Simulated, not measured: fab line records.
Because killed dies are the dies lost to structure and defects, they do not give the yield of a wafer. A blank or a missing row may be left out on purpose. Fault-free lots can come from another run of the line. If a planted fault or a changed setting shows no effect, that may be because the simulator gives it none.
Which tool was responsible? | flow berkeley-cmos170 | 14 lots, 42 wafers sampled, at 5 steps of a route of 331

## WHAT THE GAUGES READ, wafer by wafer
UCB170_NWELL_OVL_MEAS_12.
lot  | measured    | on         | NWELL_OVL (nm)
L702 | day 2 10:17 | overlay-02 | 4 -5 -2
L703 | day 2 10:44 | overlay-01 | 6 1 5
L705 | day 3 00:46 | overlay-01 | -3 -2 2
L706 | day 3 05:37 | overlay-02 | -4 -1 -2
L707 | day 3 14:43 | overlay-02 | 4 5 0
L708 | day 3 21:02 | overlay-02 | -2 0 -1
L710 | day 4 08:02 | overlay-02 | 6 -3 6
L716 | day 5 00:32 | overlay-02 | 3 -3 -3
L718 | day 5 11:45 | overlay-02 | -2 2 -5
L719 | day 5 21:28 | overlay-02 | -14 -11 -10
L721 | day 6 06:15 | overlay-02 | -8 -3 0
L722 | day 6 10:43 | overlay-01 | 0 3 4
L724 | day 6 16:44 | overlay-02 | 1 5 0
L725 | day 6 23:32 | overlay-02 | 8 15 10

UCB170_PVT_TW_MEAS_09.
lot  | measured    | on            | PVT_TW
L702 | day 5 10:35 | film-metro-03 | 511 512 513
L703 | day 6 01:46 | film-metro-04 | 508 506 508
L705 | day 6 05:57 | film-metro-01 | 500 500 502
L706 | day 6 09:11 | film-metro-01 | 499 500 499
L707 | day 6 18:19 | film-metro-04 | 506 505 507
L708 | day 6 18:16 | film-metro-03 | 502 505 504
L710 | day 7 09:53 | film-metro-03 | 506 506 507
L716 | day 8 04:42 | film-metro-03 | 431 430 431
L718 | day 8 12:58 | film-metro-03 | 429 430 430
L719 | day 9 09:51 | film-metro-01 | 501 501 503
L721 | day 9 09:03 | film-metro-04 | 506 505 504
L722 | day 9 09:07 | film-metro-01 | 503 502 502
L724 | day 9 17:13 | film-metro-04 | 505 504 506
L725 | day 9 23:20 | film-metro-04 | 506 504 503

UCB170_GATE_OVL_MEAS_13.
lot  | measured     | on         | GATE_OVL (nm)
L702 | day 5 23:59  | overlay-01 | 8 6 9
L703 | day 6 12:28  | overlay-02 | 4 5 8
L705 | day 6 15:23  | overlay-02 | 1 -4 0
L706 | day 6 21:08  | overlay-02 | 7 7 6
L707 | day 7 03:03  | overlay-02 | -2 -3 -3
L708 | day 7 02:53  | overlay-02 | 2 6 3
L710 | day 7 19:58  | overlay-01 | 8 2 7
L716 | day 8 18:26  | overlay-01 | -10 -6 -8
L718 | day 8 23:16  | overlay-02 | -7 -5 -2
L719 | day 9 21:14  | overlay-02 | 4 8 7
L721 | day 9 20:58  | overlay-01 | -1 5 -3
L722 | day 9 21:05  | overlay-01 | 15 4 10
L724 | day 10 04:46 | overlay-02 | -2 1 3
L725 | day 10 11:47 | overlay-02 | 9 13 9

## WHICH TOOL RAN EACH LOT (tool, then ch and the chambers of the sampled wafers, then the start)
lot  | UCB170_ACTIVE_STRIP_16              | UCB170_PVT_IMPLANT_07
L702 | plasma-asher-01 ch 0,1, day 4 06:01 | implanter-03 ch 0, day 5 10:22
L703 | plasma-asher-01 ch 0,1, day 4 14:17 | implanter-03 ch 0, day 6 01:32
L705 | plasma-asher-01 ch 0,1, day 4 21:31 | implanter-03 ch 0, day 6 05:42
L706 | plasma-asher-02 ch 0,1, day 5 01:54 | implanter-01 ch 0, day 6 08:57
L707 | plasma-asher-04 ch 0,1, day 5 13:19 | implanter-03 ch 0, day 6 18:04
L708 | plasma-asher-02 ch 0,1, day 5 13:38 | implanter-04 ch 0, day 6 18:03
L710 | plasma-asher-04 ch 0,1, day 6 04:51 | implanter-01 ch 0, day 7 09:38
L716 | plasma-asher-01 ch 0,1, day 6 20:31 | implanter-03 ch 0, day 8 04:29
L718 | plasma-asher-01 ch 0,1, day 7 01:21 | implanter-03 ch 0, day 8 12:44
L719 | plasma-asher-01 ch 0,1, day 8 02:48 | implanter-01 ch 0, day 9 09:36
L721 | plasma-asher-04 ch 0,1, day 8 03:04 | implanter-01 ch 0, day 9 08:48
L722 | plasma-asher-01 ch 0,1, day 8 03:20 | implanter-04 ch 0, day 9 08:52
L724 | plasma-asher-04 ch 0, day 8 11:34   | implanter-01 ch 0, day 9 16:58
L725 | plasma-asher-04 ch 0,1, day 8 19:06 | implanter-01 ch 0, day 9 23:06
- UCB170_ACTIVE_STRIP_16: strips in O2.
- UCB170_PVT_IMPLANT_07

## AS READ BY THE TOOLS THEMSELVES (means over the sampled wafers that have a number; for cases with no such wafer, the mark the record gives instead)
UCB170_ACTIVE_STRIP_16.
lot  | tool            | drypump-motor-current-A (A) | oes-product-au (a.u.) | strip-time-to-endpoint-s (s)
L702 | plasma-asher-01 | 5.2                         | 0.722                 | 18.03
L703 | plasma-asher-01 | 5.4                         | 0.721                 | 17.90
L705 | plasma-asher-01 | 5.4                         | 0.718                 | 18.02
L706 | plasma-asher-02 | 5.9                         | 0.725                 | 17.89
L707 | plasma-asher-04 | 6.0                         | 0.716                 | 18.03
L708 | plasma-asher-02 | 5.9                         | 0.722                 | 17.80
L710 | plasma-asher-04 | 6.0                         | 0.723                 | 17.99
L716 | plasma-asher-01 | 5.4                         | 0.717                 | 17.96
L718 | plasma-asher-01 | 5.4                         | 0.720                 | 17.96
L719 | plasma-asher-01 | 5.4                         | 0.719                 | 18.02
L721 | plasma-asher-04 | 6.0                         | 0.727                 | 17.99
L722 | plasma-asher-01 | 5.4                         | 0.721                 | 18.03
L724 | plasma-asher-04 | 5.9                         | 0.720                 | 17.93
L725 | plasma-asher-04 | 6.0                         | 0.722                 | 17.91

UCB170_PVT_IMPLANT_07.
lot  | tool         | dose-ions-cm2 | faraday-current-uA
L702 | implanter-03 | 2.0000e+12    | 6.30
L703 | implanter-03 | 2.0011e+12    | 6.36
L705 | implanter-03 | 1.9972e+12    | 6.41
L706 | implanter-01 | 2.0007e+12    | 6.36
L707 | implanter-03 | 2.0035e+12    | 6.43
L708 | implanter-04 | 2.0006e+12    | 6.32
L710 | implanter-01 | 2.0000e+12    | 6.29
L716 | implanter-03 | 1.2041e+12    | 3.84
L718 | implanter-03 | 1.2094e+12    | 3.83
L719 | implanter-01 | 2.0006e+12    | 6.38
L721 | implanter-01 | 2.0017e+12    | 6.27
L722 | implanter-04 | 1.9983e+12    | 6.32
L724 | implanter-01 | 1.9998e+12    | 6.46
L725 | implanter-01 | 2.0006e+12    | 6.26

## THE ANSWER, worked out from the rows above alone
Rule: usual is defined by the lots themselves. Put in order of their means at a reading, lots are off if they are a third of the lots or fewer, leave a main group of 4 or more, and stand apart from it by a gap of 3 or more times the standard deviation of the main group's means; of several such gaps the widest counts. A main group whose means are all the same, to the digits that the tables above print for the reading, isn't used. A lot without any number at a reading at which 4 lots or more have one is off too. The other lots that the step has rows for count as sound. After the gauges, taken in route order, come the tools' own readings; for these a lot's mean is taken, as printed above. The first step at which some lot is off is used, and at that step the reading that is off furthest; a lot without a number counts as furthest.
Off: L716, L718, at UCB170_PVT_TW_MEAS_09 (PVT_TW). The main group has a mean of 504 with a standard deviation of 3.2.
A tool fits if, at a process step before that reading, it ran every lot that is off, and no sound lot after the first of them. Not tried: the gauges at UCB170_PVT_TW_MEAS_09; whatever is off there is also off at UCB170_PVT_IMPLANT_07, on other tools, and gauge error can't account for it. One fits: implanter-03 at UCB170_PVT_IMPLANT_07. A fault onset in the window from L707 (day 6 18:04, its last sound lot) to L716 (day 8 04:29, its first lot off) fits.
The tool's own readings at UCB170_PVT_IMPLANT_07 bear it out: on the lots that are off they differ by more than 5 times the standard deviation of the sound lots' means. dose-ions-cm2 reads 1.2068e+12 there against 2.0003e+12 on the sound lots; faraday-current-uA reads 3.83 there against 6.35 on the sound lots.

## WHAT HAD BEEN PUT IN BY THE SIMULATOR
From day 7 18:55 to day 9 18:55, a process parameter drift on implanter-03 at UCB170_PVT_IMPLANT_07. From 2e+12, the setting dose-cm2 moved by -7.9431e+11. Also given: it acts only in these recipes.
Struck lots among those shown: L716, L718. The same result came from the rule above.
